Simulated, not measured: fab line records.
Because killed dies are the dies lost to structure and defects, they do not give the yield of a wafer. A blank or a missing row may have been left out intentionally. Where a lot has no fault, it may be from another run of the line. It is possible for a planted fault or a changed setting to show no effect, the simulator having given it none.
The same fault as seen by 2 desks :: flow berkeley_cmos170 :: each desk has only its own numbers; what lay behind them comes last

## DESK OF THE TOOL OWNER: rie_si-02
The tool's own readings at UCB170_GATE_ETCH_15 (etches poly-Si in HBr/Cl2, stops on SiO2, time 56.3 s, target depth 278.2 nm): means of the sampled wafers that have a number, for each lot that ran on this tool. Marked OUT: a lot whose mean sits more than 4 standard deviations from the usual mean, which makes it out of limits; the brackets give that distance.
Columns: A = HBr_flow_sccm at UCB170_GATE_ETCH_15, usual 150.0 sccm; B = drypump_motor_current_A at UCB170_GATE_ETCH_15, usual 5.9 A; C = oes_product_au at UCB170_GATE_ETCH_15, usual 0.830 a.u.; D = run_length_s at UCB170_GATE_ETCH_15, usual 84.6 s; E = throttle_valve_pct at UCB170_GATE_ETCH_15, usual 26.49 %
lot: L816
first seen here: day 7 12:34
A: 149.3
B: 5.9
C: 0.835
D: 85.1
E: 26.58

lot: L820
first seen here: day 7 21:56
A: 150.0
B: 6.2
C: 0.828
D: 84.9
E: 26.38

lot: L821
first seen here: day 7 22:32
A: 150.3
B: 6.1
C: 0.837
D: 85.0
E: 26.53

lot: L824
first seen here: day 8 20:43
A: 150.3
B: 6.1
C: 0.698 (-13) OUT
D: 100.7 (+28) OUT
E: 26.52

lot: L825
first seen here: day 8 21:24
A: 150.5
B: 6.3
C: 0.708 (-12) OUT
D: 100.7 (+28) OUT
E: 26.29
This desk's finding: out of limits on L824, L825; first on L824, day 8 20:43 (oes_product_au at UCB170_GATE_ETCH_15). L816, L820, L821 stayed within limits.

## AT THE METROLOGY DESK
Means of the sampled wafers that have a number, per lot and without regard to the tool the lot ran on: this is what the gauges read. Marked OUT: a lot whose mean sits more than 4 standard deviations from the usual mean, which makes it out of limits; the brackets give that distance.
Columns: A = NWELL_OXIDE_THK at UCB170_NWELL_THK_MEAS_02, usual 26.3 nm; B = CONTACT_PSG_THK at UCB170_CONTACT_THK_MEAS_02, usual 711 nm
lot: L817
first seen here: day 2 08:24
A: 26.1
B: 705

lot: L816
first seen here: day 2 08:25
A: 26.2
B: 710

lot: L818
first seen here: day 2 16:29
A: 26.2
B: 718

lot: L819
first seen here: day 2 16:32
A: 25.9
B: 716

lot: L820
first seen here: day 3 01:14
A: 25.9
B: 716

lot: L821
first seen here: day 3 06:56
A: 26.4
B: 712

lot: L822
first seen here: day 3 11:19
A: 25.8
B: 700

lot: L824
first seen here: day 3 17:48
A: 26.0
B: 714

lot: L823
first seen here: day 3 17:49
A: 26.4
B: 702

lot: L825
first seen here: day 4 02:28
A: 26.1
B: 705

lot: L832
first seen here: day 5 11:59
A: 26.8
B: 715

lot: L834
first seen here: day 5 18:33
A: 26.9
B: 719

lot: L835
first seen here: day 5 18:33
A: 26.5
B: 711

lot: L837
first seen here: day 6 09:11
A: 26.3
B: 711
This desk's finding: nothing out of limits on any of the 14 lots.

## TAKEN TOGETHER
An alarm could have come from the tool owner's desk at day 8 20:43, on L824, L825.
Nothing out of limits was seen by the metrology desk.
The metrology desk has L824, L825 on record, within its limits.
All the named lots went through UCB170_GATE_ETCH_15 on rie_si-02.

## WHAT THE SIMULATOR HAD PUT IN
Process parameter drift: rie_si-02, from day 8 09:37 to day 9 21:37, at UCB170_GATE_ETCH_15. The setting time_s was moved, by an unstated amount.
Struck lots among those shown: L824, L825.
How many hours passed from the start of the fault until each desk's first out-of-limits reading: the tool owner's desk, 11.
